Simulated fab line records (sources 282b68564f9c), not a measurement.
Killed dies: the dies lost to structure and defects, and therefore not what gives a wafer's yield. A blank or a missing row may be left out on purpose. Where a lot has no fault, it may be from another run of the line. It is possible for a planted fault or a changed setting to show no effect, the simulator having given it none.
8D (eight disciplines) problem report, filled in by code	flow rit-cmos	the parts of the form that need people (team, actions taken, sign-off) are left out

== 1. WHAT IS WRONG ==
PSD_RS at RIT_SDANNEAL_RS_MEAS_04 reads a mean of 94.08 ohm/sq on 6 wafers of 2 lots; wafers without a fault read 116.00 ohm/sq with a standard deviation of 0.29. Measured from the usual mean, that is -76 standard deviations.
The step: measures by four-point-probe.
Seen first at day 6 02:34 on film-metro-02, wafer L477.1. Wafers with a number at this step in the record: 39, from 13 lots. Rule for "out" (also "out of limits"): further than 4 standard deviations from the usual mean. The other wafers with a number count as sound.

== 2. WHAT IT IS, WHAT IT ISN'T ==
question	is	is not
which readings at this step	PSD_RS	-
which lots	L477, L479	L464, L465, L466, L467, L468, L469, L470, L471, L472, L485, L486
which wafers of those lots	all that have a number	-
read on which gauges	film-metro-02	film-metro-03, film-metro-04
when	from day 6 02:34	up to then (27 sound wafers); but 6 sound wafers of L485, L486 came after

== 3. THE SUSPECTS, EACH WITH WHAT RULES IT OUT ==
Counting: any tool at a process step up to the reading is kept as a suspect provided that every lot that is out went through it and no sound lot did after the first of them.
- the gauge at RIT_SDANNEAL_RS_MEAS_04 has been ruled out. All the wafers that are out were read on film-metro-02, but those of them that RIT_SDANNEAL_RTA_03 has rows for are out there too, on other tools.
- plasma-asher-01 at RIT_NRETRO_STRIP_09 (strips in O2, time 180 s): kept. Every lot that is out went through it, starting with L477 (day 5 03:23), and after that it ran no sound lot; the last sound lot it ran before then is L472 (day 3 23:52).
- rtp-anneal-02 at RIT_SDANNEAL_RTA_03 (time 5 s): kept. Every lot that is out went through it, starting with L477 (day 6 02:31), and after that it ran no sound lot; the last sound lot it ran before then is L471 (day 4 18:13). Its own readings are out on those wafers: wafer_temp_C_max.
What counting leaves: plasma-asher-01 at RIT_NRETRO_STRIP_09 and rtp-anneal-02 at RIT_SDANNEAL_RTA_03.

== 4. THE CAUSE (what the simulator had put in) ==
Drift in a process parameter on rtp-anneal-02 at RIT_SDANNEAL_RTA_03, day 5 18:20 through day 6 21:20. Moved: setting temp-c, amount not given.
Counting leaves 2 suspects; this tool is one of them.

== 5. THE CHAIN OF EFFECTS, in route order ==
Rows list readings where the struck wafers' mean (over those with a number) sits beyond 3 standard deviations from the usual. Only readings for which the record gives a usual standard deviation are gone through. hours: the time from each lot's start at the first step in this table that gives one to its start at this step, as a median over the lots. sigmas: the change in usual standard deviations.
hours	step	reading	usual	on struck wafers	change	sigmas
0	RIT_SDANNEAL_RTA_03	wafer_temp_C_max	1053.6	1086.7	+33.1	+30
0	RIT_SDANNEAL_RS_MEAS_04	PSD_RS	116.00 ohm/sq	94.08	-21.92	-76
0	RIT_SDANNEAL_RS_MEAS_05	NSD_RS	84.52 ohm/sq	83.63	-0.89	-3.1
0	RIT_SDANNEAL_RS_MEAS_06	PLDD_RS	178.8 ohm/sq	159.9	-18.9	-39
Here are the process steps it includes:
- RIT_SDANNEAL_RTA_03: time 5 s.

== 6. HOW IT WOULD HAVE BEEN CAUGHT EARLIER ==
8 hours passed between the start of the fault at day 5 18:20 and the first reading out of limits at a measuring or inspecting step in this record, taken at day 6 02:34.
Tool's own readings at RIT_SDANNEAL_RTA_03, wafer_temp_C_max: out on all struck wafers the step has rows for; an alarm limit on them would have tripped on the first.
L479, from the lots that are out (2), started RIT_SDANNEAL_RTA_03 on rtp-anneal-02 later than day 6 02:34. A hold on the tool at that time would have spared it.
